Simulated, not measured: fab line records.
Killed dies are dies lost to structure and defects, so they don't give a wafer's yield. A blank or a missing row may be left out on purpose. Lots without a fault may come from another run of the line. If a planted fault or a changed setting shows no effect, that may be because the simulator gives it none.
Which of the tools did it? | flow rit cmos | 14 lots with 42 wafers sampled at 5 steps, on a route of 202 steps

WHAT THE GAUGES SHOWED, per wafer
RIT_SDANNEAL_RS_MEAS_04: measurement is done with a four-point probe. Usual: PSD_RS typically reads 115.78 ohm/sq, with standard deviation 0.28.
lot  | measured    | on            | PSD_RS (ohm/sq)      | flag
L888 | day 3 16:29 | film metro-04 | 115.88 115.81 115.89 |
L889 | day 3 19:09 | film metro-02 | 116.17 115.84 115.80 |
L890 | day 3 19:40 | film metro-04 | 115.81 115.94 115.90 |
L891 | day 4 00:17 | film metro-02 | 116.08 116.16 116.12 |
L892 | day 4 07:52 | film metro-02 | 115.86 115.84 115.77 |
L893 | day 4 08:19 | film metro-04 | 115.76 116.04 115.90 |
L894 | day 4 12:01 | film metro-02 | 115.57 115.81 115.92 |
L897 | day 5 01:39 | film metro-04 | 115.94 116.01 115.97 |
L898 | day 5 11:59 | film metro-03 | 97.24 97.18 97.28    | OFF
L899 | day 5 18:38 | film metro-04 | 115.41 115.85 116.01 |
L900 | day 5 20:53 | film metro-02 | 96.51 96.70 96.74    | OFF
L905 | day 6 21:32 | film metro-03 | 115.50 115.63 115.43 |
L907 | day 7 05:55 | film metro-03 | 115.68 115.50 115.81 |
L911 | day 8 02:43 | film metro-03 | 115.62 115.93 115.57 |

RIT_SDANNEAL_RS_MEAS_05: measurement is done with a four-point probe. Usual: NSD_RS typically reads 84.42 ohm/sq, with standard deviation 0.23.
lot  | measured    | on            | NSD_RS (ohm/sq)   | flag
L888 | day 3 16:36 | film metro-04 | 84.56 84.62 84.62 |
L889 | day 3 19:16 | film metro-02 | 84.55 84.26 84.41 |
L890 | day 3 19:47 | film metro-04 | 84.63 84.46 84.27 |
L891 | day 4 00:25 | film metro-02 | 84.55 84.65 84.70 |
L892 | day 4 07:59 | film metro-02 | 84.95 84.54 84.43 |
L893 | day 4 08:26 | film metro-04 | 84.36 84.73 84.30 |
L894 | day 4 12:08 | film metro-02 | 84.31 84.27 84.07 |
L897 | day 5 01:46 | film metro-04 | 84.61 84.58 84.48 |
L898 | day 5 12:06 | film metro-03 | 81.29 81.04 81.25 | OFF
L899 | day 5 18:46 | film metro-04 | 84.41 84.33 84.27 |
L900 | day 5 21:01 | film metro-02 | 81.01 80.97 81.09 | OFF
L905 | day 6 21:40 | film metro-03 | 84.47 84.21 84.43 |
L907 | day 7 06:02 | film metro-03 | 84.26 83.81 84.11 |
L911 | day 8 02:50 | film metro-03 | 84.43 84.19 84.54 |

RIT_SDANNEAL_RS_MEAS_06: measurement is done with a four-point probe. Usual: PLDD_RS typically reads 179.6 ohm/sq, with standard deviation 0.45.
lot  | measured    | on            | PLDD_RS (ohm/sq)  | flag
L888 | day 3 16:43 | film metro-04 | 179.0 179.8 179.3 |
L889 | day 3 19:23 | film metro-02 | 179.9 179.8 180.0 |
L890 | day 3 19:55 | film metro-04 | 180.0 180.2 179.8 |
L891 | day 4 00:32 | film metro-02 | 180.5 180.5 180.2 |
L892 | day 4 08:06 | film metro-02 | 179.9 179.5 179.5 |
L893 | day 4 08:34 | film metro-04 | 179.8 179.8 179.7 |
L894 | day 4 12:15 | film metro-02 | 180.2 180.0 180.4 |
L897 | day 5 01:53 | film metro-04 | 179.7 180.0 180.2 |
L898 | day 5 12:13 | film metro-03 | 161.8 162.1 162.4 | OFF
L899 | day 5 18:53 | film metro-04 | 180.3 180.1 179.6 |
L900 | day 5 21:08 | film metro-02 | 161.7 161.9 161.7 | OFF
L905 | day 6 21:47 | film metro-03 | 179.0 178.9 179.2 |
L907 | day 7 06:09 | film metro-03 | 178.4 179.8 179.0 |
L911 | day 8 02:58 | film metro-03 | 179.0 179.9 179.0 |

RIT_SDANNEAL_RS_MEAS_07: measurement is done with a four-point probe. Usual: NLDD_RS typically reads 151.5 ohm/sq, with standard deviation 0.51.
lot  | measured    | on            | NLDD_RS (ohm/sq)  | flag
L888 | day 3 16:50 | film metro-04 | 151.7 151.7 151.5 |
L889 | day 3 19:31 | film metro-02 | 151.9 152.0 151.9 |
L890 | day 3 20:02 | film metro-04 | 150.9 151.6 151.1 |
L891 | day 4 00:39 | film metro-02 | 151.1 150.8 151.2 |
L892 | day 4 08:13 | film metro-02 | 150.8 151.2 150.8 |
L893 | day 4 08:41 | film metro-04 | 151.7 151.6 151.9 |
L894 | day 4 12:22 | film metro-02 | 151.4 151.5 151.5 |
L897 | day 5 02:01 | film metro-04 | 151.7 151.1 151.7 |
L898 | day 5 12:20 | film metro-03 | 148.0 148.2 148.5 | OFF
L899 | day 5 19:00 | film metro-04 | 151.7 151.4 151.6 |
L900 | day 5 21:15 | film metro-02 | 150.0 149.4 149.4 | OFF
L905 | day 6 21:54 | film metro-03 | 152.5 152.5 152.0 |
L907 | day 7 06:16 | film metro-03 | 150.6 151.1 151.1 |
L911 | day 8 03:05 | film metro-03 | 152.3 152.3 151.8 |

EACH LOT AND THE TOOL THAT RAN IT (in order: tool; ch and the chambers of the sampled wafers; start)
lot  | RIT_SDANNEAL_RTA_03
L888 | rtp anneal-01 ch 0, day 3 16:25
L889 | rtp anneal-02 ch 0, day 3 19:04
L890 | rtp anneal-01 ch 0, day 3 19:35
L891 | rtp anneal-02 ch 0, day 4 00:14
L892 | rtp anneal-01 ch 0, day 4 07:48
L893 | rtp anneal-02 ch 0, day 4 08:16
L894 | rtp anneal-01 ch 0, day 4 11:56
L897 | rtp anneal-01 ch 0, day 5 01:35
L898 | rtp anneal-01 ch 0, day 5 11:56
L899 | rtp anneal-02 ch 0, day 5 18:35
L900 | rtp anneal-01 ch 0, day 5 20:50
L905 | rtp anneal-02 ch 0, day 6 21:28
L907 | rtp anneal-02 ch 0, day 7 05:49
L911 | rtp anneal-02 ch 0, day 8 02:40
- RIT_SDANNEAL_RTA_03: time 5 s.

WHAT THE TOOLS THEMSELVES READ (means of the sampled wafers that have a number; where no wafer has one, the mark that the record gives instead)
RIT_SDANNEAL_RTA_03. Usual: 1053.5 for wafer_temp_C_max, sd 1.1.
lot  | tool          | wafer_temp_C_max | flag
L888 | rtp anneal-01 | 1054.3           |
L889 | rtp anneal-02 | 1054.3           |
L890 | rtp anneal-01 | 1054.0           |
L891 | rtp anneal-02 | 1054.2           |
L892 | rtp anneal-01 | 1054.0           |
L893 | rtp anneal-02 | 1054.4           |
L894 | rtp anneal-01 | 1053.7           |
L897 | rtp anneal-01 | 1053.6           |
L898 | rtp anneal-01 | 1053.7           |
L899 | rtp anneal-02 | 1052.6           |
L900 | rtp anneal-01 | 1053.4           |
L905 | rtp anneal-02 | 1053.9           |
L907 | rtp anneal-02 | 1053.5           |
L911 | rtp anneal-02 | 1054.0           |

THE ANSWER, worked out from the rows above alone
Rule: take the mean of a lot's wafers that have a number; if it is more than 3 standard deviations from the usual mean, the lot is off. Also off: a lot with no number at a reading for which 4 or more lots have one. Any other lot the step has rows for is counted as sound. After the gauges, taken in route order, come the tools' own readings; for these a lot's mean is taken, as printed above. At the first step where some lot is off, the reading lying furthest off is the one used; lots without a number count as furthest.
Off: at RIT_SDANNEAL_RS_MEAS_04 (PSD_RS), L898, L900.
A tool fits if, at a process step before that reading, it ran every lot that is off, and no sound lot after the first of them. Those tools and the gauges at RIT_SDANNEAL_RS_MEAS_04 are tried in the same way. One fits: RIT_SDANNEAL_RTA_03 on rtp anneal-01. Its last sound lot is L897 (day 5 01:35), its first lot that is off L898 (day 5 11:56): a fault that began between those two fits.

WHAT THE SIMULATOR HAD INSERTED
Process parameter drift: rtp anneal-01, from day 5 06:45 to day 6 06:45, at RIT_SDANNEAL_RTA_03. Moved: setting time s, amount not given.
Shown lots that were struck: L898, L900. The rule above found the same.
